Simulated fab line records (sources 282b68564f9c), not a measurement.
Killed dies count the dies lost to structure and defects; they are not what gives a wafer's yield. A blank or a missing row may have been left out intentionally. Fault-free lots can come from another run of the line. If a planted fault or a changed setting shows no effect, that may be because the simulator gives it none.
Problem report, 8D (eight disciplines) form, completed by code :: flow rit cmos :: the parts of the form that need people (team, actions taken, sign-off) are left out

## 1. WHAT WENT WRONG
Across 6 wafers from 2 lots, PSD_TW at RIT_PSD_TW_MEAS_10 averages 3611, while fault-free wafers read 3385 with a standard deviation of 35. That puts it +6.5 standard deviations away from the usual mean.
The first sign was on wafer L872.1 at day 5 00:04, on film metro-04. The record has a number at this step for 42 wafers belonging to 14 lots. By rule, "out" or "out of limits" means more than 4 standard deviations away from the usual mean. All remaining wafers that have a number are taken as sound.

## 2. WHAT IT IS AND WHAT IT IS NOT
question: which readings at this step
is: PSD_TW
is not: -

question: which lots
is: L872, L873
is not: L863, L866, L867, L870, L876, L877, L878, L879, L880, L881, L882, L884

question: which wafers of those lots
is: all that have a number
is not: -

question: read on which gauges
is: film metro-04
is not: film metro-01, film metro-03

question: when
is: from day 5 00:04
is not: up to then (12 sound wafers); but 24 sound wafers of L876, L877, L878, L879, L880, L881, L882, L884 came after

## 3. THE SUSPECTS, EACH WITH WHAT RULES IT OUT
Counting: any tool at a process step up to the reading is kept as a suspect provided that every lot that is out went through it and no sound lot did after the first of them.
- the gauge at RIT_PSD_TW_MEAS_10: kept. All the wafers that are out were read on film metro-04, and no step on other tools shows them out.
- litho track-04 at RIT_NSD_COAT_01 (resist thk 1000 nm): ruled out as a lasting fault. After its first lot that is out, L872 (day 4 21:07), sound lots L877, L878, L879, L880, L881 ran on it.
After counting, what remains is film metro-04 at RIT_PSD_TW_MEAS_10.

## 4. THE CAUSE (what the simulator had put in)
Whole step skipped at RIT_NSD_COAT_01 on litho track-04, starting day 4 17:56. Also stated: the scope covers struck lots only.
The count ruled it out by mistake, since the rule takes a fault to strike every lot its tool runs from the start of the fault on, and this one did not do so.

## 5. SEQUENCE OF EFFECTS, ordered by route
Rows list readings where the struck wafers' mean (over those with a number) sits beyond 3 standard deviations from the usual. Only readings whose record carries a usual standard deviation are examined. hours: median over the lots of the time between each lot's start at the first step of this table that gives one and its start at this step. sigmas: the change, counted in usual standard deviations.
hours: 0
step: RIT_PSD_TW_MEAS_10
reading: PSD_TW
usual: 3385
on struck wafers: 3611
change: +226
sigmas: +6.5
Readings that are blank on the struck wafers while sound wafers have them: chill plate temp C at RIT_NSD_COAT_01; dispense pressure kPa at RIT_NSD_COAT_01; exhaust pa at RIT_NSD_COAT_01; NSD_OVL at RIT_NSD_OVL_MEAS_06.

## 6. HOW IT WOULD HAVE BEEN CAUGHT EARLIER
The first out-of-limits reading at a measuring or inspecting step in this record came at day 5 00:04, 6 hours after the fault's start at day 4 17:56.
Between RIT_NSD_COAT_01 and RIT_PSD_TW_MEAS_10, RIT_NSD_OVL_MEAS_06 gave no NSD_OVL on the struck wafers, where sound wafers have one: a measuring or inspecting step that comes back empty is itself a sign.
At RIT_NSD_COAT_01 the tool's readings are blank on the struck wafers, where sound wafers have them: an empty tool record is the first sign, and it was there at once.
